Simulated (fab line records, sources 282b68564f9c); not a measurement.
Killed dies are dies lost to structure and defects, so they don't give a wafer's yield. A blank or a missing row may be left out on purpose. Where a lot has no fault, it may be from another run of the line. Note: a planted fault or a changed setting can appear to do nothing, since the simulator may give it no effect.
fab line records ; flow rit-cmos
[record] lots = 5; wafers = 27
route steps=202 shown M1@192
start-h: start of the lot's first displayed wafer, in hours after the record's first day ; wait-h: hours since the lot's step before ; " the same as in the row above ; L1.1+2: a row that stands for several wafers ; - either no value or no given start ; * or withheld: withheld ; < > ~ a bound
route shown NAME@n: names a module that has steps shown in the file, with the first one's number in the route ; usual: mean/standard deviation taken from wafers without a fault ; same: alike in all rows ; chamber/n: place in a boat ; sites: the reading at each site ; _std_site: the standard deviation of these ; _edge_site: outer sites' mean less inner sites' ; radius-mm: for every site, how far away it sits from the centre of the wafer ; mask NAME#n: copy n ; behind: the most recent tool/chamber to have shaped the wafer ; hold: cause of the lot's hold/its duration in hours/its outcome ; device: the n, p or np transistor that did not switch ; end of line: the route-end tests of the same wafers ; a step with no rows: only its recipe ; killed: count of dies lost to structure and defects at first sort (not the wafer's yield) ; map: a wafer's dies, marking killed ones x, the rest . and places with no die _
set.NAME: the setting the step ran with; set.NAME@STEP: the setting that earlier step ran with ; model.NAME: the simulator's own value behind a step, which no gauge read
one table per step and one row per wafer, for lots whose settings were changed on purpose
[[steps]]
[step RIT_M1_DEVELOP_08]
[recipe] resist = NOVOLAK; develop-time-s = 68; dev-temp-c = 23
lot.wafer;tool;chamber;start-h;wait-h;set.develop-time-s
L074.1+4+6;litho-track-03;0;-;-;95.9
L074.2+3+5;litho-track-03;0;-;-;68
L079.1+2+3;litho-track-01;0;-;-;68
L079.4+5+6;litho-track-01;0;-;-;54.63
L081.2+3+4;litho-track-02;0;-;-;68
L082.1+2+6;litho-track-03;0;-;-;68
L082.3+4+5;litho-track-03;0;-;-;50.08
L084.1+2+3;litho-track-03;0;-;-;47.42
L084.4+5+6;litho-track-03;0;-;-;68
[step RIT_M1_CD_MEAS_09]
[recipe] target-cd-nm = 2600
[usual] cd-nm = 2599.2/2.2
lot.wafer;tool;chamber;start-h;wait-h;set.develop-time-s@M1_DEVELOP_08;cd-nm
L074.1;cd-sem-01;-;62.69;-;95.9;2568.3
L074.2;cd-sem-01;-;62.69;-;68;2602.4
L074.3;cd-sem-01;-;62.69;-;68;2599.9
L074.4;cd-sem-01;-;62.69;-;95.9;2569.1
L074.5;cd-sem-01;-;62.69;-;68;2599.2
L074.6;cd-sem-01;-;62.69;-;95.9;2570.9
L079.1;cd-sem-01;-;80.93;-;68;2596.0
L079.2;cd-sem-01;-;80.93;-;68;2597.5
L079.3;cd-sem-01;-;80.93;-;68;2596.3
L079.4;cd-sem-01;-;80.93;-;54.63;2615.4
L079.5;cd-sem-01;-;80.93;-;54.63;2619.0
L079.6;cd-sem-01;-;80.93;-;54.63;2617.1
L081.2;cd-sem-01;-;94.92;-;68;2601.0
L081.3;cd-sem-01;-;94.92;-;68;2601.8
L081.4;cd-sem-01;-;94.92;-;68;2602.2
L082.1;cd-sem-02;-;101.37;-;68;2602.0
L082.2;cd-sem-02;-;101.37;-;68;2601.2
L082.3;cd-sem-02;-;101.37;-;50.08;2635.9
L082.4;cd-sem-02;-;101.37;-;50.08;2632.7
L082.5;cd-sem-02;-;101.37;-;50.08;2634.7
L082.6;cd-sem-02;-;101.37;-;68;2603.1
L084.1;cd-sem-02;-;110.27;-;47.42;2635.1
L084.2;cd-sem-02;-;110.27;-;47.42;2634.1
L084.3;cd-sem-02;-;110.27;-;47.42;2634.3
L084.4;cd-sem-02;-;110.27;-;68;2598.7
L084.5;cd-sem-02;-;110.27;-;68;2597.8
L084.6;cd-sem-02;-;110.27;-;68;2598.1
[step RIT_M1_HARDBAKE_11]
[recipe] resist = NOVOLAK; temp-c = 140; time-s = 120
[step RIT_M1_METAL_ETCH_12]
[recipe] stop-on = SiO2; chemistry = Cl2/BCl3; target = Al; time-s = 165; over-etch-frac = 0.5; pressure-mtorr = 100; target-depth-a = 6000; rf-w = 250; Cl2_flow_sccm = 60; bcl3-flow-sccm = 50
lot.wafer;tool;chamber;start-h;wait-h;set.develop-time-s@M1_DEVELOP_08;model.M1.cd-nm
L074.1+4;rie-metal-03;0;63.22;0.2;95.9;2566
L074.2;rie-metal-03;1;63.22;0.2;68;2602
L074.3;rie-metal-03;1;63.22;0.2;68;2600
L074.5;rie-metal-03;1;63.22;0.2;68;2599
L074.6;rie-metal-03;0;63.22;0.2;95.9;2568
L079.1;rie-metal-02;1;81.34;0.2;68;2594
L079.2+3;rie-metal-02;0;81.34;0.2;68;2598
L079.4;rie-metal-02;1;81.34;0.2;54.63;2613
L079.5;rie-metal-02;0;81.34;0.2;54.63;2621
L079.6;rie-metal-02;1;81.34;0.2;54.63;2616
L081.2;rie-metal-01;1;95.31;0.2;68;2601
L081.3;rie-metal-01;0;95.31;0.2;68;2600
L081.4;rie-metal-01;1;95.31;0.2;68;2603
L082.1;rie-metal-02;1;101.77;0.2;68;2601
L082.2;rie-metal-02;0;101.77;0.2;68;2605
L082.3;rie-metal-02;0;101.77;0.2;50.08;2640
L082.4;rie-metal-02;1;101.77;0.2;50.08;2631
L082.5;rie-metal-02;0;101.77;0.2;50.08;2637
L082.6;rie-metal-02;1;101.77;0.2;68;2600
L084.1;rie-metal-01;1;110.69;0.2;47.42;2635
L084.2+3;rie-metal-01;0;110.69;0.2;47.42;2633
L084.4+6;rie-metal-01;1;110.69;0.2;68;2598
L084.5;rie-metal-01;0;110.69;0.2;68;2596
[step RIT_M1_STRIP_13]
[recipe] chemistry = nmp; resist = NOVOLAK; temp-c = 80; time-s = 600; dry = n2-spin
[step RIT_M1_STRIP_14]
[recipe] chemistry = O2; time-s = 180; platen-temp-c = withheld; power-w = 500; pressure-mtorr = 4000; o2-flow-sccm = 4000
[step RIT_M1_CD_MEAS_90]
[recipe] target-cd-nm = 2600
[usual] cd-nm = 2598/3.6
lot.wafer;tool;chamber;start-h;wait-h;set.develop-time-s@M1_DEVELOP_08;cd-nm
L074.1;cd-sem-01;-;63.75;0.1;95.9;2566
L074.2;cd-sem-01;-;63.75;0.1;68;2602
L074.3;cd-sem-01;-;63.75;0.1;68;2600
L074.4;cd-sem-01;-;63.75;0.1;95.9;2567
L074.5;cd-sem-01;-;63.75;0.1;68;2599
L074.6;cd-sem-01;-;63.75;0.1;95.9;2569
L079.1;cd-sem-02;-;81.85;0.1;68;2594
L079.2;cd-sem-02;-;81.85;0.1;68;2598
L079.3;cd-sem-02;-;81.85;0.1;68;2598
L079.4;cd-sem-02;-;81.85;0.1;54.63;2613
L079.5;cd-sem-02;-;81.85;0.1;54.63;2621
L079.6;cd-sem-02;-;81.85;0.1;54.63;2616
L081.2;cd-sem-01;-;95.84;0.1;68;2601
L081.3;cd-sem-01;-;95.84;0.1;68;2600
L081.4;cd-sem-01;-;95.84;0.1;68;2604
L082.1;cd-sem-02;-;102.28;0.1;68;2600
L082.2;cd-sem-02;-;102.28;0.1;68;2605
L082.3;cd-sem-02;-;102.28;0.1;50.08;2640
L082.4;cd-sem-02;-;102.28;0.1;50.08;2631
L082.5;cd-sem-02;-;102.28;0.1;50.08;2637
L082.6;cd-sem-02;-;102.28;0.1;68;2600
L084.1;cd-sem-01;-;111.20;0.1;47.42;2635
L084.2;cd-sem-01;-;111.20;0.1;47.42;2633
L084.3;cd-sem-01;-;111.20;0.1;47.42;2633
L084.4;cd-sem-01;-;111.20;0.1;68;2598
L084.5;cd-sem-01;-;111.20;0.1;68;2596
L084.6;cd-sem-01;-;111.20;0.1;68;2598
[step RIT_M1_ANNEAL_15]
[recipe] temp-c = 450; time-s = 1800; ambient = forming_gas_H2N2
[step RIT_M1_PROBE_99]
[usual] killed_at_M0_to_M3 = 0.0/0.12; killed-at-contacts = 0.1/0.23; killed-at-front-end = 7/3.1; killed-dies = 7/3.2; killed-open = 3.6/2.1; killed-short = 3.5/1.9
[same] gross-dies = 264; killed_at_M4_up = 0; killed-at-back-side = 0; killed-at-other = 0
lot.wafer;tool;chamber;start-h;wait-h;set.develop-time-s@GATE_DEVELOP_15;killed_at_M0_to_M3;killed-at-contacts;killed-at-front-end;killed-dies;killed-open;killed-short;model.etest.pmos-turned.r-on-ohm-um;model.etest.pmos_0p15.r-on-ohm-um;model.etest.pmos_0p3.r-on-ohm-um;model.etest.nmos_0p15.r-on-ohm-um;model.etest.nmos_0p3.r-on-ohm-um;model.etest.nmos_0p15.drive-ua-um;model.etest.pmos_0p15.drive-ua-um;model.etest.nmos-turned.drive-ua-um
L074.1;prober-02;-;65.49;0.1;50;0;0;1;1;0;1;3387;2689;6268;1159;2201;454.2;262.2;293.9
L074.2;prober-02;-;65.54;0.1;23.13;0;0;264;264;1;2;6757;6085;9608;2210;3256;215.7;106.3;184.4
L074.3;prober-02;-;65.59;0.2;50;0;0;5;5;2;3;4210;3127;6741;1171;2261;420.1;219.6;265.7
L074.4;prober-02;-;65.64;0.2;50;0;0;7;7;2;5;4205;3158;6683;1175;2251;418.4;218.3;270.1
L074.5;prober-02;-;65.69;0.2;23.13;0;0;264;264;7;3;6782;6116;9718;2218;3255;216.5;104.7;183.4
L074.6;prober-02;-;65.74;0.2;23.13;0;0;264;264;2;3;7810;6718;1.042e+04;2308;3388;203.6;95.67;167.8
L079.1;prober-02;-;83.59;0.1;79.38;0;0;264;264;8;5;-;-;4447;-;1599;-;-;-
L079.2;prober-02;-;83.64;0.1;79.38;0;0;264;264;5;3;-;-;4478;-;1608;-;-;-
L079.3;prober-02;-;83.69;0.2;50;0;0;6;6;3;3;3374;2721;6203;1129;2174;477.4;263.7;324.8
L079.4;prober-02;-;83.74;0.2;50;0;0;8;8;4;4;3388;2734;6249;1126;2153;475.6;262.6;329.3
L079.5;prober-02;-;83.79;0.2;50;0;0;12;12;8;4;3287;2635;6156;1103;2136;492.3;272.4;340.7
L079.6;prober-02;-;83.84;0.2;79.38;0;0;264;264;7;7;-;-;4511;-;1617;-;-;-
L081.2;prober-02;-;97.61;0.1;50;0;0;4;4;1;3;3252;2556;6002;1091;2108;499.5;279.7;324.7
L081.3;prober-02;-;97.66;0.2;50;0;0;10;10;3;6;3188;2555;6072;1086;2113;489.4;278.1;332.4
L081.4;prober-02;-;97.71;0.2;50;0;0;5;5;1;4;3161;2529;6055;1070;2115;494.3;283.8;340.9
L082.1;prober-01;-;104.02;0.1;50;0;0;4;4;2;2;3400;2737;6305;1053;2129;490.1;256.9;350.2
L082.2;prober-01;-;104.07;0.1;50;0;0;4;4;3;1;3175;2618;6097;1087;2094;501;278.1;367.1
L082.3;prober-01;-;104.12;0.2;21.35;0;0;264;264;4;9;7415;6734;1.036e+04;2277;3266;213.6;94.78;190.4
L082.4;prober-01;-;104.17;0.2;50;0;0;7;7;4;3;3203;2615;6193;1072;2116;504.4;279.4;367
L082.5;prober-01;-;104.22;0.2;21.35;0;0;264;264;7;3;7358;6797;1.04e+04;2279;3322;207.7;94.59;186.2
L082.6;prober-01;-;104.27;0.2;21.35;0;0;264;264;3;3;7026;6441;9945;2257;3280;215.1;101.5;191.6
L084.1;prober-01;-;112.94;0.1;28.95;0;0;264;264;6;3;5525;4981;8371;1820;2818;265.2;134.7;231
L084.2;prober-01;-;112.99;0.1;50;0;1;8;9;7;2;3289;2708;6054;1090;2077;479.8;263.1;355.9
L084.3;prober-01;-;113.04;0.2;28.95;0;1;263;264;5;8;5705;5102;8476;1824;2788;269.1;130.9;232.2
L084.4;prober-01;-;113.09;0.2;28.95;0;0;264;264;9;5;5572;5020;8463;1808;2818;270.1;133;233.7
L084.5;prober-01;-;113.14;0.2;50;0;0;7;7;3;4;3013;2497;5850;1051;2058;502.7;289.6;370.6
L084.6;prober-01;-;113.19;0.2;50;1;0;5;6;3;2;3162;2624;5934;1114;2110;481.9;278.4;354.9
// killed by level:class
L074.1 SILICIDE:geometric-particle:short=1
L074.2 GATE:area-develop=261 REOX:geometric-particle:open=1 REOX:geometric-particle:short=1 SILICIDE:geometric-particle:short=1
L074.3 ACTIVE:geometric-particle:short=1 FOX1:geometric-particle:open=1 SPACER:geometric-particle:open=1 SPACER:geometric-particle:short=1 SILICIDE:geometric-particle:short=1
L074.4 GATE:geometric-particle:short=3 GATE:geometric-particle:open=1 REOX:geometric-particle:short=1 SPACER:geometric-particle:short=1 SILICIDE:geometric-particle:open=1
L074.5 GATE:area-develop=254 REOX:geometric-particle:open=4 GATE:geometric-particle:open=2 FOX1:geometric-particle:short=1 GATE:geometric-particle:short=1 REOX:geometric-particle:short=1 SILICIDE:geometric-particle:open=1
L074.6 GATE:area-develop=259 FOX2:geometric-particle:open=1 GATE:geometric-particle:open=1 GATE:geometric-particle:short=1 REOX:geometric-particle:short=1 SILICIDE:geometric-particle:short=1
L079.1 GATE:area-develop=251 GATE:geometric-particle:open=5 FOX1:geometric-particle:open=2 FOX1:geometric-particle:short=2 GATE:geometric-particle:short=2 FOX2:geometric-particle:open=1 REOX:geometric-particle:short=1
L079.2 GATE:area-develop=256 GATE:geometric-particle:open=4 ACTIVE:geometric-particle:short=1 FOX1:geometric-particle:short=1 GATE:geometric-particle:short=1 REOX:geometric-particle:open=1
L079.3 GATE:geometric-particle:short=3 FOX1:geometric-particle:open=1 GATE:geometric-particle:open=1 REOX:geometric-particle:open=1
L079.4 GATE:geometric-particle:short=3 GATE:geometric-particle:open=3 FOX1:geometric-particle:short=1 REOX:geometric-particle:open=1
L079.5 FOX2:geometric-particle:open=4 SILICIDE:geometric-particle:open=2 FOX1:geometric-particle:short=1 FOX2:geometric-particle:short=1 GATE:geometric-particle:short=1 GATE:geometric-particle:open=1 REOX:geometric-particle:open=1 SPACER:geometric-particle:short=1
L079.6 GATE:area-develop=250 GATE:geometric-particle:short=4 FOX2:geometric-particle:open=2 GATE:geometric-particle:open=2 REOX:geometric-particle:short=2 REOX:geometric-particle:open=2 FOX1:geometric-particle:short=1 FOX1:geometric-particle:open=1
L081.2 FOX1:geometric-particle:short=2 GATE:geometric-particle:short=1 GATE:geometric-particle:open=1
L081.3 FOX1:geometric-particle:open=3 GATE:geometric-particle:short=2 FOX1:geometric-particle:short=1 FOX2:geometric-particle:short=1 SPACER:geometric-particle:short=1 SILICIDE:geometric-particle:short=1 PRETRO:coat-microbubble-printed=1
L081.4 FOX1:geometric-particle:short=1 GATE:geometric-particle:short=1 REOX:geometric-particle:short=1 REOX:geometric-particle:open=1 SPACER:geometric-particle:short=1
L082.1 FOX1:geometric-particle:open=1 GATE:geometric-particle:short=1 GATE:geometric-particle:open=1 SILICIDE:geometric-particle:short=1
L082.2 FOX1:geometric-particle:open=2 GATE:geometric-particle:short=1 SPACER:geometric-particle:open=1
L082.3 GATE:area-develop=251 GATE:geometric-particle:short=5 FOX2:geometric-particle:open=3 SPACER:geometric-particle:short=2 FOX1:geometric-particle:short=1 FOX2:geometric-particle:short=1 GATE:geometric-particle:open=1
L082.4 FOX1:geometric-particle:open=2 FOX2:geometric-particle:short=1 FOX2:geometric-particle:open=1 GATE:geometric-particle:open=1 GATE:geometric-particle:short=1 SPACER:geometric-particle:short=1
L082.5 GATE:area-develop=254 FOX1:geometric-particle:open=3 FOX1:geometric-particle:short=1 FOX2:geometric-particle:open=1 GATE:geometric-particle:open=1 GATE:geometric-particle:short=1 REOX:geometric-particle:open=1 SPACER:geometric-particle:open=1
L082.6 GATE:area-develop=258 GATE:geometric-particle:open=2 FOX1:geometric-particle:open=1 GATE:geometric-particle:short=1 SPACER:geometric-particle:short=1 SILICIDE:geometric-particle:short=1
L084.1 GATE:area-develop=255 GATE:geometric-particle:open=2 ACTIVE:geometric-particle:short=1 FOX1:geometric-particle:open=1 FOX2:geometric-particle:open=1 GATE:geometric-particle:short=1 REOX:geometric-particle:short=1 REOX:geometric-particle:open=1
L084.2 FOX1:geometric-particle:open=3 GATE:geometric-particle:open=3 FOX1:geometric-particle:short=1 SPACER:geometric-particle:open=1 CONTACT:geometric-particle:short=1
L084.3 GATE:area-develop=251 FOX1:geometric-particle:short=5 FOX1:geometric-particle:open=3 FOX2:geometric-particle:open=2 GATE:geometric-particle:short=1 SILICIDE:geometric-particle:short=1 CONTACT:geometric-particle:short=1
L084.4 GATE:area-develop=250 FOX1:geometric-particle:open=5 GATE:geometric-particle:open=3 GATE:geometric-particle:short=2 FOX1:geometric-particle:short=2 ACTIVE:geometric-particle:open=1 REOX:geometric-particle:short=1
L084.5 FOX1:geometric-particle:short=2 GATE:geometric-particle:short=1 GATE:geometric-particle:open=1 REOX:geometric-particle:open=1 SPACER:geometric-particle:short=1 SPACER:geometric-particle:open=1
L084.6 FOX1:geometric-particle:open=1 FOX1:geometric-particle:short=1 GATE:geometric-particle:short=1 REOX:geometric-particle:open=1 SPACER:geometric-particle:open=1 M1:coat-microbubble-printed=1
[[key]]
[split] step = RIT_M1_DEVELOP_08; setting = develop-time-s; stated = 68; by = wafer
[response] step = RIT_M1_CD_MEAS_09; reading = cd-nm; change = -0.987; per = 1%; r = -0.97
[response] step = RIT_M1_METAL_ETCH_12; reading = model.M1.cd-nm; change = -1.02; per = 1%; r = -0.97
[response] step = RIT_M1_CD_MEAS_90; reading = cd-nm; change = -1.02; per = 1%; r = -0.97
split outside-this-file step=RIT_GATE_DEVELOP_15 setting=develop-time-s
// split outside-this-file: this setting was split too, and the file shows its column; the key of that split is in another file
